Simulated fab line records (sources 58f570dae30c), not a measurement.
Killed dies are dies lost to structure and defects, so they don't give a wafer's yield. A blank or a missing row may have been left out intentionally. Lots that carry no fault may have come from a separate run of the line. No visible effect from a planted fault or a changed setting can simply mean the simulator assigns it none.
Problem report in the 8D (eight disciplines) form, filled by code    flow berkeleyCmos170    the parts of the form that need people (team, actions taken, sign-off) are left out

== 1. THE PROBLEM ==
Mean SILICIDE_TI_RS at UCB170_SILICIDE_RS_MEAS_02: 23.0 ohm/sq over 6 wafers in 2 lots; fault-free wafers: 26.0 ohm/sq, standard deviation 0.41. That is -7.2 standard deviations from the usual mean.
The step: measures by four-point-probe.
Seen first at day 8 19:22 on filmMetro-02, wafer L920.1. The record has a number at this step for 42 wafers belonging to 14 lots. Rule for "out" (also "out of limits"): further than 4 standard deviations from the usual mean. The other wafers with a number count as sound.

== 2. WHAT IT IS, AND WHAT IT ISN'T ==
question                     is                          is not
which readings at this step  SILICIDE_TI_RS              -
which lots                   L920, L926                  L918, L919, L921, L922, L923, L924, L933, L934, L936, L937, L938, L939
which wafers of those lots   all that have a number      -
read on which gauges         filmMetro-02, filmMetro-03  filmMetro-04
when                         from day 8 19:22            up to then (15 sound wafers); but 21 sound wafers of L924, L933, L934, L936, L937, L938, L939 came after

== 3. THE SUSPECTS, EACH WITH WHAT RULES IT OUT ==
Counting: a tool at any process step up to the reading remains a suspect when it ran all the lots that are out and ran no sound lot after the first of those.
- ruled out: the gauge at UCB170_SILICIDE_RS_MEAS_02. Those wafers that are out were read across 2 gauges (filmMetro-02, filmMetro-03).
- pvdSputter-04 at UCB170_SILICIDE_SPUTTER_01 (material Ti, target thk 30 nm, time 25 s): ruled out as a lasting fault. After its first lot that is out, L920 (day 8 19:20), sound lots L937, L938 ran on it.
Left after counting: nothing in the record.

== 4. THE CAUSE (what the simulator had put in) ==
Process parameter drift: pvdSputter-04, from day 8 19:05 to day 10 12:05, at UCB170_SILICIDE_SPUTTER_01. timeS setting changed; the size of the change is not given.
It was ruled out by counting, in error; the rule expects a fault to strike all lots run on its tool from its start on, and this fault did not.

== 5. THE EFFECT CHAIN, in route order ==
One row per reading whose mean, taken over the struck wafers that have a number, lies over 3 standard deviations from the usual. Readings are gone through only where the record gives a usual standard deviation; hours: the median, over the lots, of the time from a lot's start at the first step in this table giving one to that lot's start at this step; sigmas: the change measured in usual standard deviations.
hours  step                         reading          usual        on struck wafers  change  sigmas
0      UCB170_SILICIDE_RS_MEAS_02   SILICIDE_TI_RS   26.0 ohm/sq  23.0              -3.0    -7.2
0      UCB170_SILICIDE_THK_MEAS_03  SILICIDE_TI_THK  29.9 nm      33.0              +3.1    +7.4

== 6. WHAT WOULD HAVE CAUGHT IT SOONER ==
0 hours passed between the start of the fault at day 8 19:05 and the first reading out of limits at a measuring or inspecting step in this record, taken at day 8 19:22.
Of the tool readings at UCB170_SILICIDE_SPUTTER_01 for which the record gives a usual standard deviation, none was out on any struck wafer, so an alarm limit of 4 standard deviations on them would not have fired.
